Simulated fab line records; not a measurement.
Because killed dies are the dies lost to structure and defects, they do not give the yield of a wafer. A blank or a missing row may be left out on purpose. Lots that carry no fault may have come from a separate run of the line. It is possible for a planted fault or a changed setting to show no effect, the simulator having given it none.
Chamber matching || flow berkeley_cmos170 || UCB170_V1_CMP_02 on cmp-02: 4 sister chambers
The step polishes SiO2. 8 wafers are shown with their chamber, then 8 later ones without.

== WAFERS, EACH WITH ITS CHAMBER ==
{"wafer": "L651.5", "chamber": 3, "motor_current_A (A)": 19.0}
{"wafer": "L652.5", "chamber": 3, "motor_current_A (A)": 18.2}
{"wafer": "L658.6", "chamber": 2, "motor_current_A (A)": 16.6}
{"wafer": "L657.3", "chamber": 2, "motor_current_A (A)": 16.0}
{"wafer": "L659.1", "chamber": 1, "motor_current_A (A)": 15.0}
{"wafer": "L659.3", "chamber": 0, "motor_current_A (A)": 17.2}
{"wafer": "L659.6", "chamber": 1, "motor_current_A (A)": 15.7}
{"wafer": "L666.2", "chamber": 0, "motor_current_A (A)": 18.4}

== WAFERS WITH NO CHAMBER GIVEN ==
{"wafer": "L666.3", "motor_current_A (A)": 18.9}
{"wafer": "L666.4", "motor_current_A (A)": 16.4}
{"wafer": "L668.3", "motor_current_A (A)": 14.4}
{"wafer": "L668.5", "motor_current_A (A)": 15.3}
{"wafer": "L668.6", "motor_current_A (A)": 16.7}
{"wafer": "L670.1", "motor_current_A (A)": 16.1}
{"wafer": "L670.5", "motor_current_A (A)": 18.3}
{"wafer": "L670.6", "motor_current_A (A)": 15.5}

== WHICH CHAMBER EACH ONE RAN IN ==
{"wafer": "L666.3", "from the rows above": "can't be placed: 3 or 0", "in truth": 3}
{"wafer": "L666.4", "from the rows above": "can't be placed: 2 or 1", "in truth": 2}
{"wafer": "L668.3", "from the rows above": "can't be placed: 1 or 2", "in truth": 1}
{"wafer": "L668.5", "from the rows above": "can't be placed: 1 or 2", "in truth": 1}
{"wafer": "L668.6", "from the rows above": "can't be placed: 2 or 0 or 1", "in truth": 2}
{"wafer": "L670.1", "from the rows above": "can't be placed: 2 or 1", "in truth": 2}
{"wafer": "L670.5", "from the rows above": "can't be placed: 3 or 0", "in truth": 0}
{"wafer": "L670.6", "from the rows above": "can't be placed: 1 or 2", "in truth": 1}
Placed correctly: 0 of 8. From these rows, 8 cannot be placed; in 8 the true chamber is one of the candidates. Placed wrongly: 0.
How it was worked out, from the rows above alone: a wafer's distance from a chamber is the root of the sum, over the readings, of the square of ((its reading less the chamber's mean) divided by the reading's scatter). The wafer belongs to the nearest chamber; if the next one is less than 2 further off, it can't be placed. The mean given for a chamber averages the wafers shown for that chamber. The scatter: the root of (the sum of the squares of (reading less its chamber's mean) over the shown wafers, divided by (wafers less chambers)).
